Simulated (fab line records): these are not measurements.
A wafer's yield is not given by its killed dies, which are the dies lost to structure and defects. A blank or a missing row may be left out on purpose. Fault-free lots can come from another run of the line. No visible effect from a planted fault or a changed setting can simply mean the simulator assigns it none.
fab line records | flow rit-cmos
[record] lots = 5 wafers = 23
route steps=202 shown GATE@95 REOX@101 NLDD@111 PLDD@115 CONTACT@168 M1@184
start-h: hours from the record's first day to the start of the lot's first wafer shown | wait-h: how many hours have passed since the lot's step before this one | " the same as in the row above | L1.1+2: one row covering several wafers at once | - no value, or no start was given | * or withheld: withheld | < > ~ a bound
route shown NAME@n: NAME is a module with steps in the file, n the number in the route of the first one | usual: average and standard deviation across the fault-free wafers | same: alike in all rows | chamber/n: place in a boat | sites: readings site by site | _std_site: how widely they spread, as a standard deviation | _edge_site: the outer-site mean with the inner-site mean subtracted | radius-mm: how far each site lies from the wafer's centre | mask NAME#n: copy n | behind: the tool/chamber that last shaped the wafer | hold: why the lot was held/for how many hours/how that ended | device: the n, p or np transistor that did not switch | end of line: the tests these same wafers got at the end of their route | a step without rows: its recipe alone | killed: not the wafer's yield, but the dies lost to structure and defects at the first sort | map: a wafer's dies, x killed, . not, _ none there
set.NAME: setting as actually run; set.NAME@STEP: the setting as run at that earlier step | model.NAME: the simulator's own value behind a step, which no gauge read
lots run with intentionally changed settings; tables by step, rows by wafer
[[steps]]
[step RIT_GATE_ETCH_19]
[recipe] chemistry = SF6/CHF3/O2 time-s = 165 SF6_flow_sccm = 30 CHF3_flow_sccm = 30 O2_flow_sccm = 5 target = poly-Si pressure-mtorr = 40 rf-w = 160 target-depth-a = 3125 over-etch-frac = 0.25 stop-on = SiO2
[usual] oes-product-au = 0.845/0.017
// columns lot.wafer tool chamber start-h wait-h set.rf-w set.time-s@GATE_CVD_08 oes-product-au
L074.2 rie-si-01 0 37.96 0.1 160 2220 0.825
L074.4 " 2 " " 160 2220 0.851
L074.6 " 0 " " 160 2220 0.824
L076.1 rie-si-01 3 46.38 0.1 160 2220 0.839
L076.2 " 2 " " 160 2220 0.845
L076.3 " 0 " " 146.7 2220 0.830
L076.5 " 0 " " 146.7 2220 0.835
L076.6 " 2 " " 160 2220 0.844
L079.1 rie-si-02 3 62.67 0.1 160 2502 0.915
L079.2 " 1 " " 160 2502 0.936
L079.3 " 0 " " 160 2502 0.953
L079.4 " 2 " " 160 2502 0.919
L079.6 " 1 " " 160 2502 0.943
L080.1 rie-si-01 0 66.44 0.1 160 2105 0.796
L080.2 " 3 " " 160 2105 0.807
L080.3 " 2 " " 160 2105 0.821
L080.4 " 0 " " 160 2105 0.803
L080.6 " 3 " " 160 2105 0.803
L084.1 rie-si-01 3 86.25 0.1 176.5 1954 0.765
L084.2 " 1 " " 160 1954 0.804
L084.4 " 1 " " 160 1954 0.808
L084.5 " 3 " " 176.5 1954 0.767
L084.6 " 0 " " 176.5 1954 0.766
[step RIT_REOX_OXIDATION_03]
[recipe] temp-c = 900 ambient = O2 target-thk-a = 252 ox-time-s = 5580
// columns lot.wafer tool chamber start-h wait-h set.ox-time-s set.time-s@GATE_CVD_08 model.poly-Si_of_GATE_CVD_08.thk-nm model.SiO2_of_REOX_OXIDATION_03.thk-nm
L074.2 furnace-01 0 39.68 1.0 5580 2220 231.9 24.33
L074.4 " 0 " " 5580 2220 232 24.62
L074.6 " 0 " " 5580 2220 231.6 24.79
L076.1 - - - 0.0 4789 2220 235.2 23.44
L076.2 " - " " 4789 2220 232.5 22.77
L076.3 " - " " 4789 2220 234.5 23.23
L076.5 " - " " 4789 2220 233.1 22.98
L076.6 " - " " 4789 2220 234.1 22.62
L079.1 - - - 0.0 4895 2502 267.5 23.14
L079.2 " - " " 4895 2502 271 22.86
L079.3 " - " " 4895 2502 272.7 22.72
L079.4 " - " " 4895 2502 272.3 22.61
L079.6 " - " " 4895 2502 271.6 23.17
L080.1 - - - 0.0 4939 2105 221.9 23.39
L080.2 " - " " 4939 2105 223 23.63
L080.3 " - " " 4939 2105 222.3 23.32
L080.4 " - " " 4939 2105 221.5 24.02
L080.6 " - " " 4939 2105 223.2 23.64
L084.1 - - - 0.0 5580 1954 204.5 25.17
L084.2 " - " " 5580 1954 203.5 24.88
L084.4 " - " " 5580 1954 204.2 24.73
L084.5 " - " " 5580 1954 205.5 24.71
L084.6 " - " " 5580 1954 206.1 25.31
[step RIT_NLDD_IMPLANT_08]
[recipe] species = P energy-kev = 20 dose-cm2 = 5e+14 tilt-deg = 7
// columns lot.wafer tool chamber start-h wait-h set.energy-kev model.implant.rp-nm model.implant.drp-nm
L074.2+4+6 implanter-03 0 43.56 0.1 20 27.9 12.97
L076.1+3+5 implanter-02 0 51.01 0.1 20.86 28.25 13.3
L076.2+6 " 0 " " 20 27.45 12.97
L079.1+3+4 implanter-01 0 67.17 0.1 20 27.51 12.97
L079.2+6 " 0 " " 19.59 27.13 12.81
L080.1+2+3+4+6 implanter-02 0 70.98 0.1 20 27.26 12.97
L084.1+2+4+5+6 implanter-01 0 91.03 0.1 20 26.99 12.97
[step RIT_PLDD_COAT_01]
[recipe] resist = NOVOLAK spin-rpm = 3250 resist-thk-nm = 1000
// columns lot.wafer tool chamber start-h wait-h set.spin-rpm model.NOVOLAK_of_PLDD_COAT_01.thk-nm
L074.2 litho-track-03 0 44.22 0.1 3250 997.6
L074.4 " 0 " " 3250 998.4
L074.6 " 0 " " 3250 997.7
L076.1 litho-track-03 0 51.70 0.1 3250 1000
L076.2 " 0 " " 3250 1003
L076.3 " 0 " " 3250 999.4
L076.5 " 0 " " 3250 1001
L076.6 " 0 " " 3250 1002
L079.1 litho-track-02 0 67.70 0.1 3250 1004
L079.2 " 0 " " 3250 1003
L079.3 " 0 " " 3448 973.9
L079.4 " 0 " " 3448 970.7
L079.6 " 0 " " 3250 1001
L080.1 litho-track-02 0 71.51 0.1 3037 1033
L080.2 " 0 " " 3250 1001
L080.3 " 0 " " 3037 1031
L080.4 " 0 " " 3037 1035
L080.6 " 0 " " 3250 1000
L084.1 litho-track-01 0 91.61 0.1 3250 999.7
L084.2+4 " 0 " " 3250 1002
L084.5 " 0 " " 3250 1001
L084.6 " 0 " " 3250 999.6
[step RIT_PLDD_SOFTBAKE_02]
[recipe] resist = NOVOLAK temp-c = 90 time-s = 60
[step RIT_PLDD_EXPOSE_03]
[recipe] mask-id = M8 na = 0.57 target-cd-nm = 40900 dose-mj = 250
[step RIT_PLDD_DEVELOP_05]
[recipe] resist = NOVOLAK develop-time-s = 50 dev-temp-c = 23
[step RIT_PLDD_HARDBAKE_07]
[recipe] resist = NOVOLAK temp-c = 140 time-s = 60
// columns lot.wafer tool chamber start-h wait-h set.spin-rpm@PLDD_COAT_01 model.NOVOLAK_of_PLDD_COAT_01.thk-nm
L074.2+6 litho-track-01 0 45.08 0.0 3250 881.7
L074.4 " 0 " " 3250 882.3
L076.1 litho-track-03 0 52.51 0.0 3250 884
L076.2 " 0 " " 3250 886.6
L076.3 " 0 " " 3250 883.3
L076.5 " 0 " " 3250 884.3
L076.6 " 0 " " 3250 885.5
L079.1 litho-track-02 0 68.44 0.0 3250 887.5
L079.2 " 0 " " 3250 886.7
L079.3 " 0 " " 3448 861
L079.4 " 0 " " 3448 858.2
L079.6 " 0 " " 3250 884.9
L080.1 litho-track-02 0 72.49 0.0 3037 912.2
L080.2 " 0 " " 3250 884.7
L080.3 " 0 " " 3037 910.7
L080.4 " 0 " " 3037 914.7
L080.6 " 0 " " 3250 884
L084.1 litho-track-03 0 92.47 0.0 3250 883.6
L084.2 " 0 " " 3250 885.6
L084.4 " 0 " " 3250 885.3
L084.5 " 0 " " 3250 884.9
L084.6 " 0 " " 3250 883.5
[step RIT_CONTACT_CVD_00]
[recipe] material = SiO2 target-thk-nm = 400 precursor = TEOS temp-c = 390 time-s = 61 rf-w = 400
// columns lot.wafer tool chamber start-h wait-h set.time-s model.SiO2_of_CONTACT_CVD_00.thk-nm
L074.2 pecvd-04 0 52.64 0.0 61 394.3
L074.4 " 1 " " 61 400.8
L074.6 " 2 " " 61 400.9
L076.1 pecvd-02 1 60.21 0.1 61 395.2
L076.2 " 0 " " 61 403.3
L076.3 " 2 " " 64.2 426.6
L076.5 " 2 " " 64.2 433.7
L076.6 " 1 " " 64.2 420.8
L079.1 pecvd-04 1 75.87 0.1 61 403.1
L079.2 " 0 " " 54.9 361.6
L079.3 " 2 " " 61 401.9
L079.4 " 2 " " 61 410.9
L079.6 " 0 " " 54.9 368.6
L080.1 pecvd-02 0 80.07 0.1 63.82 412.9
L080.2 " 2 " " 61 395.9
L080.3 " 1 " " 61 395
L080.4 " 0 " " 63.82 419
L080.6 " 2 " " 61 401.3
L084.1 pecvd-01 1 100.23 0.1 69.1 453.6
L084.2 " 0 " " 69.1 453.4
L084.4 " 2 " " 61 407.2
L084.5 " 1 " " 61 406.3
L084.6 " 0 " " 69.1 462.8
[step RIT_CONTACT_THK_MEAS_01]
[recipe] reads = SiO2_of_CONTACT_CVD_00
[usual] CONTACT_TEOS_THK = 401/5.1
// columns lot.wafer tool chamber start-h wait-h set.time-s@CONTACT_CVD_00 CONTACT_TEOS_THK[nm]
L074.2 film-metro-04 - 52.70 0.0 61 394
L074.4 " - " " 61 401
L074.6 " - " " 61 401
L076.1 film-metro-04 - 60.26 0.0 61 395
L076.2 " - " " 61 403
L076.3 " - " " 64.2 427
L076.5 " - " " 64.2 434
L076.6 " - " " 64.2 421
L079.1 film-metro-04 - 75.92 0.0 61 403
L079.2 " - " " 54.9 361
L079.3 " - " " 61 402
L079.4 " - " " 61 411
L079.6 " - " " 54.9 369
L080.1 film-metro-04 - 80.12 0.0 63.82 412
L080.2 " - " " 61 395
L080.3 " - " " 61 395
L080.4 " - " " 63.82 419
L080.6 " - " " 61 402
L084.1 film-metro-04 - 100.28 0.0 69.1 454
L084.2 " - " " 69.1 454
L084.4 " - " " 61 408
L084.5 " - " " 61 406
L084.6 " - " " 69.1 463
[step RIT_CONTACT_COAT_03]
[recipe] resist = NOVOLAK spin-rpm = 3250 resist-thk-nm = 1000
// columns lot.wafer tool chamber start-h wait-h set.resist-thk-nm model.NOVOLAK_of_CONTACT_COAT_03.thk-nm
L074.2 litho-track-04 0 52.92 0.1 1000 998.5
L074.4 " 0 " " 1000 1001
L074.6 " 0 " " 1000 1000
L076.1 litho-track-04 0 60.47 0.1 1000 998.7
L076.2+5 " 0 " " 1020 1019
L076.3 " 0 " " 1020 1018
L076.6 " 0 " " 1000 998.1
L079.1 litho-track-01 0 76.13 0.1 1000 999
L079.2 " 0 " " 1000 998.5
L079.3 " 0 " " 1000 998.4
L079.4 " 0 " " 1039 1039
L079.6 " 0 " " 1039 1038
L080.1 litho-track-04 0 80.33 0.1 982.1 982.6
L080.2+4 " 0 " " 1000 1003
L080.3 " 0 " " 982.1 986.8
L080.6 " 0 " " 1000 1005
L084.1 litho-track-04 0 100.49 0.1 944.8 947.2
L084.2 " 0 " " 1000 1008
L084.4 " 0 " " 1000 1002
L084.5 " 0 " " 944.8 949.5
L084.6 " 0 " " 944.8 944.9
[step RIT_CONTACT_SOFTBAKE_04]
[recipe] resist = NOVOLAK temp-c = 90 time-s = 60
[step RIT_CONTACT_EXPOSE_05]
[recipe] mask-id = M11 na = 0.6 source-shape = conventional sigma-outer = 0.5 target-cd-nm = 1000 dose-mj = 250
[step RIT_CONTACT_HARDBAKE_10]
[recipe] resist = NOVOLAK temp-c = 140 time-s = 60
// columns lot.wafer tool chamber start-h wait-h set.resist-thk-nm@CONTACT_COAT_03 model.NOVOLAK_of_CONTACT_COAT_03.thk-nm
L074.2 litho-track-01 0 54.00 0.1 1000 882
L074.4 " 0 " " 1000 884
L074.6 " 0 " " 1000 883.7
L076.1 litho-track-02 0 61.44 0.0 1000 882.2
L076.2 " 0 " " 1020 899.5
L076.3 " 0 " " 1020 899.4
L076.5 " 0 " " 1020 899.9
L076.6 " 0 " " 1000 881.7
L079.1 litho-track-01 0 77.11 0.0 1000 882.5
L079.2 " 0 " " 1000 882
L079.3 " 0 " " 1000 881.9
L079.4 " 0 " " 1039 917.6
L079.6 " 0 " " 1039 916.4
L080.1 litho-track-04 0 81.43 0.0 982.1 868.1
L080.2 " 0 " " 1000 885.7
L080.3 " 0 " " 982.1 871.8
L080.4 " 0 " " 1000 885.5
L080.6 " 0 " " 1000 888.1
L084.1 litho-track-01 0 101.46 0.0 944.8 837
L084.2 " 0 " " 1000 890.2
L084.4 " 0 " " 1000 885.2
L084.5 " 0 " " 944.8 839.2
L084.6 " 0 " " 944.8 835.1
[step RIT_CONTACT_ETCH_11]
[recipe] target-depth-a = 4800 over-etch-frac = 0.2 stop-on = TiSi2 chemistry = CHF3/CF4/Ar target = SiO2 CHF3_flow_sccm = 50 cf4-flow-sccm = 10 Ar_flow_sccm = 100 O2_flow_sccm = 5 pressure-mtorr = 100 rf-w = 200 time-s = 320
// columns lot.wafer tool chamber start-h wait-h set.time-s@CONTACT_CVD_00 model.etch.depth-nm model.CONTACT.feature-depth-nm
L074.2 rie-diel-04 0 54.13 0.1 61 394.3 394.3
L074.4 " 1 " " 61 400.8 400.8
L074.6 " 3 " " 61 400.9 400.9
L076.1 rie-diel-03 0 61.59 0.1 61 395.2 395.2
L076.2 " 3 " " 61 403.3 403.3
L076.3 " 2 " " 64.2 426.6 426.6
L076.5 " 1 " " 64.2 433.7 433.7
L076.6 " 0 " " 64.2 420.8 420.8
L079.1 rie-diel-02 1 77.26 0.1 61 403.1 403.1
L079.2 " 3 " " 54.9 361.6 361.6
L079.3 " 0 " " 61 401.9 401.9
L079.4 " 2 " " 61 410.9 410.9
L079.6 " 0 " " 54.9 368.6 368.6
L080.1 rie-diel-02 3 81.58 0.1 63.82 412.9 412.9
L080.2 " 2 " " 61 395.9 395.9
L080.3 " 0 " " 61 395 395
L080.4 " 1 " " 63.82 419 419
L080.6 " 0 " " 61 401.3 401.3
L084.1 rie-diel-04 0 101.61 0.1 69.1 453.6 453.6
L084.2 " 3 " " 69.1 453.4 453.4
L084.4 " 1 " " 61 407.2 407.2
L084.5 " 0 " " 61 406.3 406.3
L084.6 " 1 " " 69.1 462.8 462.8
[step RIT_M1_SPUTTER_00]
[recipe] material = Al target-thk-nm = 400 power-w = 2000 chamber-pressure-pa = 0.4 gas = Ar time-s = 500 substrate-temp-c = 25
// columns lot.wafer tool chamber start-h wait-h set.chamber-pressure-pa model.Al_of_M1_SPUTTER_00.thk-nm
L074.2 pvd-sputter-01 - 55.06 0.0 0.4 391.3
L074.4 " - " " 0.4 390.7
L074.6 " - " " 0.4 393.1
L076.1 pvd-sputter-01 - 62.43 0.0 0.3492 414.8
L076.2 " - " " 0.3492 409.6
L076.3 " - " " 0.3492 414.6
L076.5 " - " " 0.3492 414
L076.6 " - " " 0.3492 410.6
L079.1 pvd-sputter-03 - 78.18 0.0 0.4225 396.4
L079.2 " - " " 0.4225 398.7
L079.3 " - " " 0.4225 394.3
L079.4 " - " " 0.4225 398.8
L079.6 " - " " 0.4225 397.3
L080.1 pvd-sputter-01 - 82.63 0.0 0.3692 406.9
L080.2 " - " " 0.3692 408.3
L080.3 " - " " 0.3692 408
L080.4 " - " " 0.3692 406
L080.6 " - " " 0.3692 409.8
L084.1 pvd-sputter-01 - 102.47 0.0 0.3578 412.5
L084.2 " - " " 0.3578 412.9
L084.4 " - " " 0.3578 412.7
L084.5 " - " " 0.3578 414.3
L084.6 " - " " 0.3578 411.3
[step RIT_M1_DEVELOP_08]
[recipe] resist = NOVOLAK develop-time-s = 68 dev-temp-c = 23
// columns lot.wafer tool chamber start-h wait-h set.develop-time-s
L074.2+4+6 litho-track-03 0 - - 68
L076.1+2+5 litho-track-01 0 - - 63.74
L076.3+6 " 0 " " 68
L079.1+2+3+4+6 litho-track-02 0 - - 68
L080.1+6 litho-track-01 0 - - 68
L080.2+3+4 " 0 " " 71.13
L084.1+4+5 litho-track-02 0 - - 72.85
L084.2+6 " 0 " " 68
[step RIT_M1_CD_MEAS_09]
[recipe] target-cd-nm = 2600
[usual] cd-nm = 2600.9/1.9
// columns lot.wafer tool chamber start-h wait-h set.develop-time-s@M1_DEVELOP_08 cd-nm
L074.2 cd-sem-01 - 56.86 - 68 2603.2
L074.4 " - " " 68 2601.6
L074.6 " - " " 68 2600.3
L076.1 cd-sem-01 - 63.91 - 63.74 2606.1
L076.2 " - " " 63.74 2607.2
L076.3 " - " " 68 2600.5
L076.5 " - " " 63.74 2605.2
L076.6 " - " " 68 2601.5
L079.1 cd-sem-02 - 79.65 - 68 2599.6
L079.2 " - " " 68 2599.3
L079.3 " - " " 68 2600.3
L079.4 " - " " 68 2598.4
L079.6 " - " " 68 2599.7
L080.1 cd-sem-01 - 84.11 - 68 2601.7
L080.2 " - " " 71.13 2594.9
L080.3 " - " " 71.13 2596.0
L080.4 " - " " 71.13 2594.9
L080.6 " - " " 68 2601.4
L084.1 cd-sem-01 - 103.95 - 72.85 2598.0
L084.2 " - " " 68 2604.4
L084.4 " - " " 72.85 2595.9
L084.5 " - " " 72.85 2598.0
L084.6 " - " " 68 2604.1
[[key]]
[split] step = RIT_GATE_ETCH_19 setting = rf-w stated = 160 by = wafer
response none clear
[split] step = RIT_REOX_OXIDATION_03 setting = ox-time-s stated = 5580 by = lot
[response] step = RIT_REOX_OXIDATION_03 reading = model.SiO2_of_REOX_OXIDATION_03.thk-nm change = +0.131 per = 1% r = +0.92
[split] step = RIT_NLDD_IMPLANT_08 setting = energy-kev stated = 20 by = wafer
[response] step = RIT_NLDD_IMPLANT_08 reading = model.implant.rp-nm change = +0.185 per = 1% r = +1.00
[response] step = RIT_NLDD_IMPLANT_08 reading = model.implant.drp-nm change = +0.0778 per = 1% r = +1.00
[split] step = RIT_PLDD_COAT_01 setting = spin-rpm stated = 3250 by = wafer
[response] step = RIT_PLDD_COAT_01 reading = model.NOVOLAK_of_PLDD_COAT_01.thk-nm change = -4.97 per = 1% r = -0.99
[response] step = RIT_PLDD_HARDBAKE_07 reading = model.NOVOLAK_of_PLDD_COAT_01.thk-nm change = -4.35 per = 1% r = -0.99
[split] step = RIT_CONTACT_CVD_00 setting = time-s stated = 61 by = wafer
[response] step = RIT_CONTACT_CVD_00 reading = model.SiO2_of_CONTACT_CVD_00.thk-nm change = +3.98 per = 1% r = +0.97
[response] step = RIT_CONTACT_THK_MEAS_01 reading = CONTACT_TEOS_THK change = +3.98 per = 1% r = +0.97
[response] step = RIT_CONTACT_ETCH_11 reading = model.etch.depth-nm change = +3.98 per = 1% r = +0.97
[response] step = RIT_CONTACT_ETCH_11 reading = model.CONTACT.feature-depth-nm change = +3.98 per = 1% r = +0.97
[split] step = RIT_CONTACT_COAT_03 setting = resist-thk-nm stated = 1000 by = wafer
[response] step = RIT_CONTACT_COAT_03 reading = model.NOVOLAK_of_CONTACT_COAT_03.thk-nm change = +10.4 per = 1% r = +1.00
[response] step = RIT_CONTACT_HARDBAKE_10 reading = model.NOVOLAK_of_CONTACT_COAT_03.thk-nm change = +9.08 per = 1% r = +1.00
[split] step = RIT_M1_SPUTTER_00 setting = chamber-pressure-pa stated = 0.4 by = lot
[response] step = RIT_M1_SPUTTER_00 reading = model.Al_of_M1_SPUTTER_00.thk-nm change = -1.04 per = 1% r = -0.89
[split] step = RIT_M1_DEVELOP_08 setting = develop-time-s stated = 68 by = wafer
[response] step = RIT_M1_CD_MEAS_09 reading = cd-nm change = -0.998 per = 1% r = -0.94
split outside-this-file step=RIT_GATE_CVD_08 setting=time-s
// split outside-this-file: this setting was split too, and the file shows its column; the key of that split is in another file
